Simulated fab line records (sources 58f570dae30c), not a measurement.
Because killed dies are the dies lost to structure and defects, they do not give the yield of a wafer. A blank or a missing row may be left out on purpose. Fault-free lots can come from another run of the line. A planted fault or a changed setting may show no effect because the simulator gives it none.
Tool commonality check + flow berkeley_cmos170 + Lots sampled 14, wafers sampled 42

## THE REASON FOR OPENING IT
2 of 14 lots carry a flag on the reading NLDD_RS at UCB170_SDANNEAL_RS_MEAS_05. Fault-free wafers read 618.0 ohm/sq, with a standard deviation of 1.2.
Rule: flag the lot when none of its wafers has a number, or when each of its wafers that has one lies beyond 4 standard deviations from that mean. As for the other lots, they are considered sound.

| lot  | measured     | on            | NLDD_RS (ohm/sq), wafer by wafer | flag    |
|------|--------------|---------------|----------------------------------|---------|
| L145 | day 8 15:01  | film_metro-02 | 618.4 616.8 617.9                |         |
| L146 | day 8 15:10  | film_metro-03 | 619.4 618.8 618.2                |         |
| L147 | day 9 01:12  | film_metro-02 | 617.2 616.9 616.7                |         |
| L148 | day 9 01:12  | film_metro-03 | 619.3 620.1 616.2                |         |
| L150 | day 9 01:28  | film_metro-04 | 619.3 617.8 617.7                |         |
| L151 | day 9 12:38  | film_metro-03 | 620.2 620.1 620.4                |         |
| L152 | day 9 12:59  | film_metro-04 | 618.6 621.2 618.5                |         |
| L153 | day 10 04:11 | film_metro-02 | 617.9 615.9 617.6                |         |
| L156 | day 10 17:53 | film_metro-02 | 619.0 620.1 618.2                |         |
| L159 | day 10 18:55 | film_metro-02 | 643.9 646.5 645.4                | FLAGGED |
| L162 | day 11 20:14 | film_metro-03 | 643.4 644.5 643.5                | FLAGGED |
| L165 | day 12 08:41 | film_metro-04 | 619.3 617.5 618.8                |         |
| L167 | day 12 20:52 | film_metro-02 | 617.0 617.7 617.9                |         |
| L166 | day 12 22:10 | film_metro-04 | 618.6 618.4 615.3                |         |
On average the flagged lots' numbers are 644.5 ohm/sq, which is +26.5 ohm/sq against the usual, or +22 standard deviations.

## WHICH TOOL RAN EACH LOT
The record keeps 1 process step preceding the reading, out of 331 steps on the route. Each cell gives the tool, then ch followed by the chambers the sampled wafers passed through, then the start.
| lot  | flag    | UCB170_NLDD_IMPLANT_09          |
|------|---------|---------------------------------|
| L145 |         | implanter-04 ch 0, day 7 22:19  |
| L146 |         | implanter-02 ch 0, day 7 22:41  |
| L147 |         | implanter-04 ch 0, day 8 10:40  |
| L148 |         | implanter-04 ch 0, day 8 11:31  |
| L150 |         | implanter-04 ch 0, day 8 11:14  |
| L151 |         | implanter-01 ch 0, day 9 00:02  |
| L152 |         | implanter-04 ch 0, day 8 23:14  |
| L153 |         | implanter-01 ch 0, day 9 14:08  |
| L156 |         | implanter-04 ch 0, day 10 06:29 |
| L159 | FLAGGED | implanter-04 ch 0, day 10 08:13 |
| L162 | FLAGGED | implanter-04 ch 0, day 11 07:55 |
| L165 |         | implanter-02 ch 0, day 11 22:08 |
| L167 |         | implanter-01 ch 0, day 12 07:47 |
| L166 |         | implanter-02 ch 0, day 12 08:13 |
What is done by these steps:
- UCB170_NLDD_IMPLANT_09
- UCB170_SDANNEAL_RS_MEAS_05: measures by four-point-probe.

## FLAGGED AGAINST TOTAL, ONE TOOL AT A TIME (gauges that did the reading follow at the end)
| step                       | tool          | lots run | flagged | share of the flagged lots | sound lots run after its first flagged lot |
|----------------------------|---------------|----------|---------|---------------------------|--------------------------------------------|
| UCB170_NLDD_IMPLANT_09     | implanter-01  | 3        | 0       | none                      | -                                          |
| UCB170_NLDD_IMPLANT_09     | implanter-02  | 3        | 0       | none                      | -                                          |
| UCB170_NLDD_IMPLANT_09     | implanter-04  | 8        | 2       | all                       | 0                                          |
| UCB170_SDANNEAL_RS_MEAS_05 | film_metro-02 | 6        | 1       | some                      | 1 (L167)                                   |
| UCB170_SDANNEAL_RS_MEAS_05 | film_metro-03 | 4        | 1       | some                      | 0                                          |
| UCB170_SDANNEAL_RS_MEAS_05 | film_metro-04 | 4        | 0       | none                      | -                                          |

## WHAT THE TABLE PERMITS
1 row of the table ran every flagged lot: implanter-04 at UCB170_NLDD_IMPLANT_09.
- implanter-04 at UCB170_NLDD_IMPLANT_09 ran 8 lots, 2 of them flagged. Last sound lot L156 at day 10 06:29, first flagged lot L159 at day 10 08:13; a fault beginning in between fits. Its own readings (dose_ions_cm2, faraday_current_uA) fall more than 4 standard deviations out on all wafers of the flagged lots.
What remains is a single tool, implanter-04 at UCB170_NLDD_IMPLANT_09.

## WHAT THE SIMULATOR HAD INSERTED
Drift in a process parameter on implanter-04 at UCB170_NLDD_IMPLANT_09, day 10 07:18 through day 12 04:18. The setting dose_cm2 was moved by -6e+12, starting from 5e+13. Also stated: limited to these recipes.
Shown lots that were struck: L159, L162. The same result came from the rule above.
